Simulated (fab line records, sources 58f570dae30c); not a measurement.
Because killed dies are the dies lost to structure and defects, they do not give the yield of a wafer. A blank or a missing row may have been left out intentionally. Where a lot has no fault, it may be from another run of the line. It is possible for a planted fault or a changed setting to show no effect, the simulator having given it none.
Which of the tools did it? ; flow berkeley cmos170 ; Sampling: 7 lots, 21 wafers, 2 of 331 route steps

## WHAT THE GAUGES SHOWED, per wafer
UCB170_ACTIVE_THK_MEAS_06.
lot;measured;on;ACTIVE_NITRIDE_THK (nm)
L148;day 4 12:26;film metro-03;219.0 219.4 218.4
L151;day 4 21:43;film metro-03;220.4 221.8 219.4
L153;day 5 10:58;film metro-02;221.3 221.7 223.9
L156;day 6 08:55;film metro-03;438.9 434.1 438.0
L166;day 8 03:28;film metro-03;221.4 223.9 222.8
L165;day 8 03:31;film metro-02;221.4 220.5 221.7
L168;day 8 14:31;film metro-04;222.1 222.1 222.1

## EACH LOT AND THE TOOL THAT RAN IT (in order: tool; ch and the chambers of the sampled wafers; start)
lot;UCB170_ACTIVE_CVD_05
L148;lpcvd-01 ch 1, day 4 10:32
L151;lpcvd-02 ch 0, day 4 19:48
L153;lpcvd-01 ch 1, day 5 09:02
L156;lpcvd-02 ch 1, day 6 02:59 and lpcvd-01 ch 1, day 6 06:55
L166;lpcvd-01 ch 1, day 8 01:33
L165;lpcvd-01 ch 0, day 8 01:33
L168;lpcvd-02 ch 1, day 8 12:35
- UCB170_ACTIVE_CVD_05: deposits Si3N4 from SiH2Cl2/NH3, target thk 220 nm, time 3300 s.

## THE ANSWER, worked out from the rows above alone
Rule: usual is defined by the lots themselves. Put in order of their means at a reading, lots are off if they are a third of the lots or fewer, leave a main group of 4 or more, and stand apart from it by a gap of 3 or more times the standard deviation of the main group's means; of several such gaps the widest counts. A main group whose means are all the same, to the digits that the tables above print for the reading, isn't used. Also off: a lot with no number at a reading for which 4 or more lots have one. Any other lot the step has rows for is counted as sound.
Off: at UCB170_ACTIVE_THK_MEAS_06 (ACTIVE_NITRIDE_THK), L156. Mean 221.3 nm and standard deviation 1.3 in the main group.
A tool fits if, at a process step before that reading, it ran every lot that is off, and no sound lot after the first of them. Those tools and the gauges at UCB170_ACTIVE_THK_MEAS_06 are tried in the same way. Of those tried, none fits.

## WHAT THE SIMULATOR HAD PUT IN
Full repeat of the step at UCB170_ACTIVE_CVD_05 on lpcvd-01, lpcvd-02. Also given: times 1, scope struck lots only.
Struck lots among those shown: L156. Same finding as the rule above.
